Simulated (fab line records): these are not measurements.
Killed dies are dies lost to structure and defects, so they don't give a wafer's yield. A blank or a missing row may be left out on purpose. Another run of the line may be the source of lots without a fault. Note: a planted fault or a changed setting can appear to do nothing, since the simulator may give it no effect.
Code-filled problem report in 8D (eight disciplines) form | flow berkeley-cmos170 | the parts of the form that need people (team, actions taken, sign-off) are left out

== 1. WHAT IS WRONG ==
Mean CONTACT_PSG_THK at UCB170_CONTACT_THK_MEAS_02: 773 nm over 9 wafers in 3 lots; fault-free wafers: 698 nm, standard deviation 7.1. Measured from the usual mean, that is +11 standard deviations.
Seen first at day 7 07:34 on film-metro-02, wafer L662.1. Wafers with a number at this step in the record: 45, from 15 lots. Rule for "out" (also "out of limits"): further than 4 standard deviations from the usual mean. The other wafers with a number count as sound.

== 2. WHAT IT IS; WHAT IT IS NOT ==
question                    | is                           | is not
which readings at this step | CONTACT_PSG_THK              | -
which lots                  | L661, L662, L664             | L658, L659, L660, L666, L668, L670, L675, L676, L677, L678, L679, L680
which wafers of those lots  | all that have a number       | -
read on which gauges        | film-metro-02, film-metro-04 | film-metro-03
when                        | from day 7 07:34             | up to then (9 sound wafers); but 27 sound wafers of L666, L668, L670, L675, L676, L677, L678, L679, L680 came after

== 3. THE SUSPECTS, EACH WITH WHAT RULES IT OUT ==
Counting: any tool at a process step up to the reading is kept as a suspect provided that every lot that is out went through it and no sound lot did after the first of them.
- the gauge at UCB170_CONTACT_THK_MEAS_02 has been ruled out. The wafers that are out were read on 2 gauges (film-metro-02, film-metro-04).
- lpcvd-01 at UCB170_CONTACT_CVD_01 (deposits PSG from SiH4/O2/PH3, target thk 700 nm, time 2820 s): ruled out as a lasting fault. The sound lots L678, L680 went through it after L662, its earliest lot that is out (day 7 05:47).
Left after counting: nothing in the record.

== 4. THE CAUSE (what the simulator had put in) ==
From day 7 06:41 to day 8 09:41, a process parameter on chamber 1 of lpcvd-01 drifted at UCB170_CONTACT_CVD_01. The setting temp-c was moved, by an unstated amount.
The count ruled it out by mistake, since the rule takes a fault to strike every lot its tool runs from the start of the fault on, and this one did not do so.

== 5. THE CHAIN OF EFFECTS, in route order ==
One row per reading whose mean, taken over the struck wafers that have a number, lies over 3 standard deviations from the usual. Only readings whose record carries a usual standard deviation are examined. hours: median over the lots of the time between each lot's start at the first step of this table that gives one and its start at this step. sigmas: the change, counted in usual standard deviations.
hours | step                       | reading           | usual      | on struck wafers | change | sigmas
0     | UCB170_CONTACT_CVD_01      | spike-tc-centre-C | 452.0 C    | 464.0            | +12.0  | +9.2
0     | UCB170_CONTACT_CVD_01      | spike-tc-load-C   | 470.2 C    | 481.1            | +10.9  | +6.4
0     | UCB170_CONTACT_CVD_01      | spike-tc-source-C | 468.3 C    | 480.8            | +12.5  | +10
0     | UCB170_CONTACT_CVD_01      | susceptor-temp-C  | 450.03 C   | 461.63           | +11.60 | +53
2     | UCB170_CONTACT_THK_MEAS_02 | CONTACT_PSG_THK   | 698 nm     | 773              | +75    | +11
-     | UCB170_CONTACT_ETCH_18     | oes-product-au    | 0.898 a.u. | 0.948            | +0.050 | +3.9
Process steps it contains:
- UCB170_CONTACT_CVD_01: deposits PSG from SiH4/O2/PH3, target thk 700 nm, time 2820 s.
- UCB170_CONTACT_ETCH_18: etches PSG in CHF3/CF4/Ar, stops on TiSi2, target depth 840 nm, time 195 s.

== 6. WHAT WOULD HAVE CAUGHT IT SOONER ==
In this record the first reading out of limits at a measuring or inspecting step was taken at day 7 07:34, 1 hour after the fault began at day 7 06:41.
At UCB170_CONTACT_CVD_01, the tool's own readings (spike-tc-centre-C, spike-tc-load-C, spike-tc-source-C, susceptor-temp-C) were out on each struck wafer the step has a row for, so an alarm limit on them would have fired on the first such wafer.
